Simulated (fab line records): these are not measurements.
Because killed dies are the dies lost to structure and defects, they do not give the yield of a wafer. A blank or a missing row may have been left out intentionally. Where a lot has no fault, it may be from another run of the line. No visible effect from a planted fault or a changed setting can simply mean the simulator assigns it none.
Struck lot and sound lot, side by side -- flow berkeley-cmos170 -- 14 out of 331 route steps
Sound: the wafers L543.1, L543.4, L543.5. Wafers struck: L528.3, L528.4, L528.5. At the end, the cause is stated.
Order at every step that has rows: each side's tool, ch and its chambers, its first start. Under that, the readings that differ: sound wafers -- struck wafers -- difference of the means -- sigmas: that difference in standard deviations of wafers without a fault.
alike: readings with means less than 2 such deviations apart, plus words and numbers identical on both sides. not compared: withheld readings, readings lacking a value on some wafer, bounds such as >300 that could conceal the same value, and numbers that have no deviation in the record and whose values overlap.
Wherever a step has rows on one side only, a row that says differs or no value, or a row with sigmas, the two part there. When numbers do not overlap yet have no deviation, they are printed without sigmas and do not part them. Lack of a reading on every wafer of one side parts them only where that side has two or more wafers.

first, 2 steps without rows for these wafers: UCB170_START_CLEAN_01 (cleans in dHF, time 60 s); UCB170_START_OXIDATION_02 (target thk 20 nm, ox time 1800 s).
UCB170_START_THK_MEAS_03:
  sound on film-metro-02, day 5 13:28; struck on film-metro-02, day 2 08:44
  alike: START_OXIDE_THK
then, 7 steps without rows for these wafers: UCB170_START_ANNEAL_04 (time 1200 s); UCB170_ZERO_HMDS_00 (prime time 60 s); UCB170_ZERO_COAT_01 (resist thk 900 nm); UCB170_ZERO_SOFTBAKE_02 (time 60 s); UCB170_ZERO_EXPOSE_03 (exposes mask PM MARKS, target cd 4000 nm); UCB170_ZERO_PEB_04; UCB170_ZERO_DEVELOP_05 (develop time 45 s).
UCB170_ZERO_ETCH_06: etches SiO2 in CHF3/CF4/Ar, time 12 s.
  sound on rie-diel-02 ch 0,2,3, day 5 17:46; struck on rie-diel-01 ch 0,1, day 2 13:31
  alike: CHF3_flow_sccm, cf4-flow-sccm, drypump-motor-current-A, oes-product-au, throttle-valve-pct
  not compared: rf-hours-counter-h
UCB170_ZERO_STRIP_07: strips in O2.
  sound on plasma-asher-03 ch 0,1, day 5 17:47; struck on plasma-asher-03 ch 0,1, day 2 13:35
  alike: drypump-motor-current-A, oes-product-au, strip-time-to-endpoint-s
  not compared: rf-hours-counter-h
UCB170_NWELL_WET_ETCH_00: etches SiO2 in dHF, time 200 s.
  sound on wet-bench-01 ch 0, day 5 17:53; struck on wet-bench-04 ch 2, day 2 13:39
  no value came back on the struck wafers for bath-heat-duty-pct (%), run-length-s (s); on the sound wafers bath-heat-duty-pct (%) reads 6.9 7.1 6.1
reading,sound,struck,difference,sigmas
model.SiO2_of_START_OXIDATION_02.thk-nm (nm),0 0 0,20.13 20.13 19.95,+20.07,
then, 1 step without rows for these wafers: UCB170_NWELL_OXIDATION_01 (target thk 26.4 nm, ox time 1260 s).

WHERE THEY PART
UCB170_NWELL_WET_ETCH_00 only, going by this record.

WHY: what the simulator had put in
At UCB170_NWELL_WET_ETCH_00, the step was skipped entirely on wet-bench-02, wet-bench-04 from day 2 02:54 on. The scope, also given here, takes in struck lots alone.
